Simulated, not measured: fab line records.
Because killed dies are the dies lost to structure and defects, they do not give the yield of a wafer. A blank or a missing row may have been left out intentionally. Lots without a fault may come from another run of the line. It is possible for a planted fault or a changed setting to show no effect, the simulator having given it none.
fab line records | flow rit_cmos
[record] lots = 15 | wafers = 45 | last_day = 7
route steps=202 shown SILICIDE@162 M1@202
lots untouched by any fault: they come from a run of this same line in which no faults occurred
start_h: start of the lot's first displayed wafer, in hours after the record's first day | wait_h: how many hours have passed since the lot's step before this one | " the same as in the row above | L1.1+2: one row covering several wafers at once | - value missing, or start not given | * or withheld: withheld | < > ~ a bound
route shown NAME@n: NAME is a module with steps in the file, n the number in the route of the first one | usual: average and standard deviation across the fault-free wafers | same: alike in all rows | chamber/n: place in a boat | sites: per-site readings | _std_site: how widely they spread, as a standard deviation | _edge_site: the outer-site mean with the inner-site mean subtracted | radius_mm: how far each site lies from the wafer's centre | mask NAME#n: copy n | behind: the most recent tool/chamber to have shaped the wafer | hold: what put the lot on hold/how long, in hours/how the hold closed | device: the transistor (n, p or np) that didn't switch | end of line: tests of these same wafers at the route's end | where a step has no rows: the recipe by itself | killed: dies that structure and defects cost at the first sort, which is not the same as the wafer's yield | map: per-die view of a wafer (x killed, . not killed, _ where there is no die)
set.NAME: the setting the step ran with; set.NAME@STEP: the setting that earlier step ran with | model.NAME: the simulator's own value behind a step, which no gauge read
the route's steps for a sample of lots (tables are steps, rows are wafers)
services: a tool's chamber out of use, with start hour (start_h, from the record's first day; less than 0 if before it), hours out, and reason
[[steps]]
[step RIT_SILICIDE_SPUTTER_01]
[recipe] material = Ti | target_thk_nm = 30 | power_w = 338.1 | chamber_pressure_pa = 0.667 | gas = Ar | time_s = 240 | substrate_temp_c = 25
[usual] cathode_dc_power_W = 338.10/0.064 | chamber_pressure_pa = 0.6670/0.0013 | throttle_valve_pct = 30.0/1.1
lot.wafer | tool           | chamber | start_h | wait_h | cathode_dc_power_W | chamber_pressure_pa | throttle_valve_pct
L936.1    | pvd_sputter-01 | -       | 52.93   | 0.0    | 338.17             | 0.6659              | 29.9
L936.3    | "              | -       | "       | "      | 338.14             | 0.6681              | 29.6
L936.5    | "              | -       | "       | "      | 338.16             | 0.6646              | 29.8
L937.3    | pvd_sputter-02 | -       | 55.50   | 0.0    | 338.07             | 0.6655              | 28.3
L937.4    | "              | -       | "       | "      | 338.05             | 0.6680              | 30.4
L937.5    | "              | -       | "       | "      | 338.18             | 0.6695              | 30.6
L938.2    | pvd_sputter-01 | -       | 63.10   | 0.0    | 338.02             | 0.6657              | 29.6
L938.4    | "              | -       | "       | "      | 338.23             | 0.6667              | 28.7
L938.6    | "              | -       | "       | "      | 338.15             | 0.6660              | 29.7
L940.1    | pvd_sputter-01 | -       | 72.46   | 0.0    | 338.13             | 0.6680              | 29.9
L940.2    | "              | -       | "       | "      | 338.08             | 0.6677              | 28.3
L940.6    | "              | -       | "       | "      | 338.19             | 0.6676              | 31.8
L941.3    | pvd_sputter-03 | -       | 82.17   | 0.0    | 338.09             | 0.6684              | 29.0
L941.4    | "              | -       | "       | "      | 338.02             | 0.6693              | 30.1
L941.6    | "              | -       | "       | "      | 338.03             | 0.6641              | 30.1
L946.1    | pvd_sputter-01 | -       | 106.02  | 0.0    | -                  | -                   | -
L946.5    | "              | -       | "       | "      | -                  | -                   | -
L946.6    | "              | -       | "       | "      | -                  | -                   | -
L947.2    | pvd_sputter-02 | -       | 108.45  | 0.0    | -                  | -                   | -
L947.3    | "              | -       | "       | "      | -                  | -                   | -
L947.4    | "              | -       | "       | "      | -                  | -                   | -
L948.1    | pvd_sputter-01 | -       | 115.54  | 0.0    | -                  | -                   | -
L948.2    | "              | -       | "       | "      | -                  | -                   | -
L948.3    | "              | -       | "       | "      | -                  | -                   | -
L951.3    | pvd_sputter-03 | -       | 132.99  | 0.0    | 338.12             | 0.6673              | 30.3
L951.4    | "              | -       | "       | "      | 338.14             | 0.6653              | 28.8
L951.6    | "              | -       | "       | "      | 338.24             | 0.6646              | 28.9
L952.1    | pvd_sputter-01 | -       | 137.21  | 0.0    | 338.10             | 0.6666              | 28.5
L952.2    | "              | -       | "       | "      | 338.22             | 0.6663              | 29.6
L952.4    | "              | -       | "       | "      | 338.07             | 0.6677              | 32.2
L953.4    | pvd_sputter-03 | -       | 142.02  | 0.0    | 338.00             | 0.6672              | 30.5
L953.5    | "              | -       | "       | "      | 338.19             | 0.6694              | 30.4
L953.6    | "              | -       | "       | "      | 338.19             | 0.6687              | 29.1
L954.1    | pvd_sputter-01 | -       | 150.68  | 0.0    | 338.17             | 0.6648              | 29.7
L954.3    | "              | -       | "       | "      | 338.00             | 0.6676              | 31.8
L954.5    | "              | -       | "       | "      | 338.03             | 0.6667              | 28.3
L956.4    | pvd_sputter-01 | -       | 155.69  | 0.0    | 338.11             | 0.6678              | 31.9
L956.5    | "              | -       | "       | "      | 338.12             | 0.6668              | 29.6
L956.6    | "              | -       | "       | "      | 338.10             | 0.6686              | 31.9
L957.1    | pvd_sputter-02 | -       | 158.21  | 0.0    | 338.05             | 0.6657              | 30.7
L957.3    | "              | -       | "       | "      | 338.06             | 0.6667              | 30.1
L957.4    | "              | -       | "       | "      | 338.06             | 0.6636              | 28.5
L958.3    | pvd_sputter-01 | -       | 166.82  | 0.0    | 337.99             | 0.6653              | 29.7
L958.5    | "              | -       | "       | "      | 338.15             | 0.6668              | 29.9
L958.6    | "              | -       | "       | "      | 338.11             | 0.6688              | 31.9
[step RIT_SILICIDE_RS_MEAS_02]
[recipe] thk_meas_gauge = four-point-probe | reads = Ti_of_SILICIDE_SPUTTER_01
[usual] SILICIDE_TI_RS = 50.1/0.8
lot.wafer | tool          | chamber | start_h | wait_h | SILICIDE_TI_RS[ohm/sq]
L936.1    | film_metro-03 | -       | 53.08   | 0.1    | 49.9
L936.3    | "             | -       | "       | "      | 50.5
L936.5    | "             | -       | "       | "      | 50.4
L937.3    | film_metro-04 | -       | 55.69   | 0.1    | 51.6
L937.4    | "             | -       | "       | "      | 50.6
L937.5    | "             | -       | "       | "      | 51.0
L938.2    | film_metro-01 | -       | 63.27   | 0.1    | 50.4
L938.4    | "             | -       | "       | "      | 49.2
L938.6    | "             | -       | "       | "      | 50.0
L940.1    | film_metro-01 | -       | 72.61   | 0.1    | 51.1
L940.2    | "             | -       | "       | "      | 50.6
L940.6    | "             | -       | "       | "      | 50.4
L941.3    | film_metro-01 | -       | 82.36   | 0.1    | 50.9
L941.4    | "             | -       | "       | "      | 51.2
L941.6    | "             | -       | "       | "      | 51.1
L946.1    | film_metro-01 | -       | 106.17  | 0.1    | -
L946.5    | "             | -       | "       | "      | -
L946.6    | "             | -       | "       | "      | -
L947.2    | film_metro-01 | -       | 108.62  | 0.1    | -
L947.3    | "             | -       | "       | "      | -
L947.4    | "             | -       | "       | "      | -
L948.1    | film_metro-01 | -       | 115.69  | 0.1    | -
L948.2    | "             | -       | "       | "      | -
L948.3    | "             | -       | "       | "      | -
L951.3    | film_metro-04 | -       | 133.20  | 0.1    | 49.5
L951.4    | "             | -       | "       | "      | 50.0
L951.6    | "             | -       | "       | "      | 50.0
L952.1    | film_metro-01 | -       | 137.36  | 0.1    | 50.4
L952.2    | "             | -       | "       | "      | 49.7
L952.4    | "             | -       | "       | "      | 50.4
L953.4    | film_metro-03 | -       | 142.23  | 0.1    | 50.0
L953.5    | "             | -       | "       | "      | 51.6
L953.6    | "             | -       | "       | "      | 51.2
L954.1    | film_metro-01 | -       | 150.83  | 0.1    | 49.7
L954.3    | "             | -       | "       | "      | 49.3
L954.5    | "             | -       | "       | "      | 49.5
L956.4    | film_metro-03 | -       | 155.90  | 0.1    | 49.0
L956.5    | "             | -       | "       | "      | 49.0
L956.6    | "             | -       | "       | "      | 48.6
L957.1    | film_metro-04 | -       | 158.36  | 0.1    | 50.8
L957.3    | "             | -       | "       | "      | 50.4
L957.4    | "             | -       | "       | "      | 51.5
L958.3    | film_metro-01 | -       | 167.01  | 0.1    | 50.0
L958.5    | "             | -       | "       | "      | 49.4
L958.6    | "             | -       | "       | "      | 50.0
[step RIT_SILICIDE_THK_MEAS_03]
[recipe] thk_meas_gauge = xrf | reads = Ti_of_SILICIDE_SPUTTER_01
[usual] SILICIDE_TI_THK = 29.1/0.4
lot.wafer | tool          | chamber | start_h | wait_h | SILICIDE_TI_THK[nm]
L936.1    | film_metro-03 | -       | 53.20   | 0.1    | 29.4
L936.3    | "             | -       | "       | "      | 29.1
L936.5    | "             | -       | "       | "      | 29.2
L937.3    | film_metro-04 | -       | 55.79   | 0.1    | 28.4
L937.4    | "             | -       | "       | "      | 28.7
L937.5    | "             | -       | "       | "      | 28.5
L938.2    | film_metro-01 | -       | 63.38   | 0.1    | 29.1
L938.4    | "             | -       | "       | "      | 29.5
L938.6    | "             | -       | "       | "      | 29.3
L940.1    | film_metro-01 | -       | 72.73   | 0.1    | 28.5
L940.2    | "             | -       | "       | "      | 28.7
L940.6    | "             | -       | "       | "      | 28.7
L941.3    | film_metro-01 | -       | 82.46   | 0.1    | 28.8
L941.4    | "             | -       | "       | "      | 28.5
L941.6    | "             | -       | "       | "      | 28.5
L946.1    | film_metro-01 | -       | 106.29  | 0.1    | <0.0
L946.5    | "             | -       | "       | "      | <0.0
L946.6    | "             | -       | "       | "      | <0.0
L947.2    | film_metro-01 | -       | 108.73  | 0.1    | <0.0
L947.3    | "             | -       | "       | "      | <0.0
L947.4    | "             | -       | "       | "      | <0.0
L948.1    | film_metro-01 | -       | 115.81  | 0.1    | <0.0
L948.2    | "             | -       | "       | "      | <0.0
L948.3    | "             | -       | "       | "      | <0.0
L951.3    | film_metro-04 | -       | 133.30  | 0.1    | 29.1
L951.4    | "             | -       | "       | "      | 29.0
L951.6    | "             | -       | "       | "      | 28.9
L952.1    | film_metro-01 | -       | 137.48  | 0.1    | 29.0
L952.2    | "             | -       | "       | "      | 29.3
L952.4    | "             | -       | "       | "      | 29.0
L953.4    | film_metro-03 | -       | 142.32  | 0.1    | 29.5
L953.5    | "             | -       | "       | "      | 28.7
L953.6    | "             | -       | "       | "      | 28.9
L954.1    | film_metro-01 | -       | 150.95  | 0.1    | 29.3
L954.3    | "             | -       | "       | "      | 29.7
L954.5    | "             | -       | "       | "      | 29.4
L956.4    | film_metro-03 | -       | 155.99  | 0.1    | 29.8
L956.5    | "             | -       | "       | "      | 29.9
L956.6    | "             | -       | "       | "      | 30.1
L957.1    | film_metro-04 | -       | 158.48  | 0.1    | 28.5
L957.3    | "             | -       | "       | "      | 28.7
L957.4    | "             | -       | "       | "      | 28.1
L958.3    | film_metro-01 | -       | 167.11  | 0.1    | 29.2
L958.5    | "             | -       | "       | "      | 29.6
L958.6    | "             | -       | "       | "      | 29.2
[step RIT_M1_PROBE_99]
[usual] killed_at_contacts = 0.0/0.16 | killed_at_front_end = 6.9/2.9 | killed_dies = 7.0/2.9 | killed_on_rim = 1.9/1.4 | killed_open = 3.4/2.1 | killed_short = 3.5/1.8
[same] gross_dies = 264 | killed_at_M0_to_M3 = 0 | killed_at_M4_up = 0 | killed_at_back_side = 0 | killed_at_other = 0
lot.wafer | tool      | chamber | start_h | wait_h | killed_at_contacts | killed_at_front_end | killed_dies | killed_on_rim | killed_open | killed_short
L946.1    | prober-01 | -       | 112.92  | 0.1    | 0                  | 264                 | 264         | 70            | 5           | 4
L946.5    | prober-01 | -       | 113.12  | 0.2    | 0                  | 264                 | 264         | 70            | 1           | 1
L946.6    | prober-01 | -       | 113.17  | 0.2    | 0                  | 264                 | 264         | 70            | 3           | 3
L947.2    | prober-02 | -       | 115.26  | 0.1    | 0                  | 264                 | 264         | 70            | 4           | 2
L947.3    | prober-02 | -       | 115.31  | 0.2    | 0                  | 264                 | 264         | 70            | 0           | 0
L947.4    | prober-02 | -       | 115.36  | 0.2    | 0                  | 264                 | 264         | 70            | 5           | 7
L948.1    | prober-01 | -       | 122.53  | 0.1    | 0                  | 264                 | 264         | 70            | 2           | 1
L948.2    | prober-01 | -       | 122.58  | 0.1    | 0                  | 264                 | 264         | 70            | 2           | 4
L948.3    | prober-01 | -       | 122.63  | 0.2    | 0                  | 264                 | 264         | 70            | 4           | 3
L951.3    | prober-02 | -       | 140.05  | 0.2    | 0                  | 9                   | 9           | 3             | 4           | 5
L951.4    | prober-02 | -       | 140.10  | 0.2    | 0                  | 9                   | 9           | 1             | 3           | 6
L951.6    | prober-02 | -       | 140.20  | 0.2    | 0                  | 8                   | 8           | 4             | 3           | 5
L953.4    | prober-02 | -       | 149.09  | 0.2    | 0                  | 3                   | 3           | 1             | 2           | 1
L953.5    | prober-02 | -       | 149.14  | 0.2    | 0                  | 11                  | 11          | 1             | 6           | 5
L953.6    | prober-02 | -       | 149.19  | 0.2    | 0                  | 10                  | 10          | 3             | 3           | 7
// killed by level:class
L946.1 SILICIDE:area_sputter=255 GATE:geometric_particle:open=4 GATE:geometric_particle:short=4 REOX:geometric_particle:open=1
L946.5 SILICIDE:area_sputter=262 FOX1:geometric_particle:open=1 FOX2:geometric_particle:short=1
L946.6 SILICIDE:area_sputter=258 GATE:geometric_particle:open=2 FOX2:geometric_particle:open=1 FOX2:geometric_particle:short=1 GATE:geometric_particle:short=1 SPACER:geometric_particle:short=1
L947.2 SILICIDE:area_sputter=258 SPACER:geometric_particle:open=3 GATE:geometric_particle:open=1 GATE:geometric_particle:short=1 STARTING-WAFER:geometric_particle:short=1
L947.3 SILICIDE:area_sputter=264
L947.4 SILICIDE:area_sputter=252 GATE:geometric_particle:open=5 GATE:geometric_particle:short=4 SPACER:geometric_particle:short=2 REOX:geometric_particle:short=1
L948.1 SILICIDE:area_sputter=261 FOX2:geometric_particle:open=1 GATE:geometric_particle:short=1 REOX:geometric_particle:open=1
L948.2 SILICIDE:area_sputter=258 FOX2:geometric_particle:short=3 GATE:geometric_particle:short=1 GATE:geometric_particle:open=1 SPACER:geometric_particle:open=1
L948.3 SILICIDE:area_sputter=257 GATE:geometric_particle:short=3 GATE:geometric_particle:open=3 SPACER:geometric_particle:open=1
L951.3 FOX1:geometric_particle:short=2 GATE:geometric_particle:short=2 SPACER:geometric_particle:open=2 FOX2:geometric_particle:open=1 GATE:geometric_particle:open=1 REOX:geometric_particle:short=1
L951.4 GATE:geometric_particle:short=2 ACTIVE:geometric_particle:open=1 FOX1:geometric_particle:short=1 FOX2:geometric_particle:open=1 FOX2:geometric_particle:short=1 GATE:geometric_particle:open=1 REOX:geometric_particle:short=1 SPACER:geometric_particle:short=1
L951.6 GATE:geometric_particle:short=3 FOX1:geometric_particle:open=1 REOX:geometric_particle:open=1 SPACER:geometric_particle:short=1 SPACER:geometric_particle:open=1 SILICIDE:geometric_particle:short=1
L953.4 GATE:geometric_particle:open=1 GATE:geometric_particle:short=1 REOX:geometric_particle:open=1
L953.5 GATE:geometric_particle:short=4 REOX:geometric_particle:open=3 FOX1:geometric_particle:open=2 GATE:geometric_particle:open=1 SPACER:geometric_particle:short=1
L953.6 GATE:geometric_particle:short=4 FOX2:geometric_particle:short=2 FOX1:geometric_particle:open=1 GATE:geometric_particle:open=1 REOX:geometric_particle:short=1 SPACER:geometric_particle:open=1
[[services]]
tool           | chamber | start_h | hours | kind
pvd_sputter-01 | -       | 33.69   | 17.8  | repair
pvd_sputter-01 | -       | 56.12   | 2.3   | repair
pvd_sputter-03 | -       | 71.73   | 3.0   | repair
[[key]]
[first_sign] step = RIT_SILICIDE_SPUTTER_01 | reading = tool_record | direction = missing
[effect] step = RIT_SILICIDE_RS_MEAS_02 | reading = SILICIDE_TI_RS | direction = missing
[effect] step = RIT_SILICIDE_THK_MEAS_03 | reading = SILICIDE_TI_THK | direction = down | sigmas = 73 | usual = 29.1 | struck = <0.0
[effect] step = RIT_M1_PROBE_99 | reading = killed_at_front_end | direction = up | sigmas = 88 | usual = 6.9 | struck = 264
[more_kills_born_at] RIT_SILICIDE_SPUTTER_01@pvd_sputter-01 = 1549 | RIT_SILICIDE_SPUTTER_01@pvd_sputter-02 = 772
met_at RIT_SILICIDE_SPUTTER_01
struck_lots L946,L947,L948
later_rows_left_out L946.1,L946.5,L946.6,L947.2,L947.3,L947.4,L948.1,L948.2,L948.3
tester_left_out L946,L947,L948
onset_between 72.46 106.02
[fault] kind = skipped_step_whole | tool = pvd_sputter-01,pvd_sputter-02 | chamber = - | onset_h = 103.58 | steps = RIT_SILICIDE_SPUTTER_01 | scope = struck_lots_only
// tester_left_out: of these lots the tester's yield and bins aren't shown, on N5 and GAA mostly nor the transistor test; their killed dies are dies lost to structure and defects alone, not to doping, threshold or leakage, so they don't give the yield
// later_rows_left_out: the simulator's readings of these wafers behind a module that went badly wrong aren't trusted and aren't shown, but for the sort
